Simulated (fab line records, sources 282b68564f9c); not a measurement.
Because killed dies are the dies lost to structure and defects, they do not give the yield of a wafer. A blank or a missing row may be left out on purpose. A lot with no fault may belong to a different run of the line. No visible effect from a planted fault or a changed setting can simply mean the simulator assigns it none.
Problem report, 8D (eight disciplines) form, completed by code + flow rit cmos + the parts of the form that need people (team, actions taken, sign-off) are left out

1. THE ISSUE
Wafers without a fault read 208.32 s, standard deviation 0.27; run length s at RIT_M1_STRIP_14 reads a mean of 258.06 s on 9 wafers belonging to 3 lots. So: +99 or more standard deviations from the usual mean.
The step: strips in O2, time 180 s.
The first sign was on wafer L757.2 at day 7 20:08, on plasma asher-01. At this step, 45 wafers from 15 lots have a number in the record. By rule, "out" or "out of limits" means more than 4 standard deviations away from the usual mean. The other wafers with a number count as sound.

2. WHAT IT IS; WHAT IT IS NOT
| question                    | is                     | is not                                                                 |
|-----------------------------|------------------------|------------------------------------------------------------------------|
| which readings at this step | run length s           | drypump motor current A                                                |
| which lots                  | L757, L759, L761       | L741, L742, L743, L744, L745, L746, L747, L749, L750, L753, L755, L763 |
| which wafers of those lots  | all that have a number | -                                                                      |
| read on which tools         | plasma asher-01        | plasma asher-02, plasma asher-03                                       |
| when                        | from day 7 20:08       | up to then (33 sound wafers); but 3 sound wafers of L763 came after    |

3. WHAT RULES OUT EACH SUSPECT
Counting: any tool at a process step up to the reading is kept as a suspect provided that every lot that is out went through it and no sound lot did after the first of them.
- plasma asher-01 at RIT_M1_STRIP_14 (strips in O2, time 180 s): kept. It ran every lot that is out, first L757 (day 7 20:08), and no sound lot after that; its last sound lot up to then is L753 (day 6 07:01). Out on those wafers are its own readings of run length s.
After counting, what remains is plasma asher-01 at RIT_M1_STRIP_14.

4. THE CAUSE (what the simulator had put in)
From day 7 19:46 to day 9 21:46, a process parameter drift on plasma asher-01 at RIT_M1_STRIP_14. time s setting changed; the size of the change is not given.
Counting left only this tool.

5. THE CHAIN OF EFFECTS, in route order
One row per reading whose mean, taken over the struck wafers that have a number, lies over 3 standard deviations from the usual. Only readings for which the record gives a usual standard deviation are gone through. hours: the time from each lot's start at the first step in this table that gives one to its start at this step, as a median over the lots. sigmas: the change in usual standard deviations.
| hours | step            | reading      | usual    | on struck wafers | change | sigmas      |
|-------|-----------------|--------------|----------|------------------|--------|-------------|
| 0     | RIT_M1_STRIP_14 | run length s | 208.32 s | 258.06           | +49.74 | +99 or more |
It contains these process steps:
- RIT_M1_STRIP_14: strips in O2, time 180 s.
At these later measuring or inspecting steps, every struck wafer for which the step has a row has a number for every such reading, and none has moved that far: RIT_M1_BOW_MEAS_16.

6. WHAT WOULD HAVE CAUGHT IT SOONER
0 hours passed between the start of the fault at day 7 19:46 and the first reading out of limits in this record, taken at day 7 20:08.
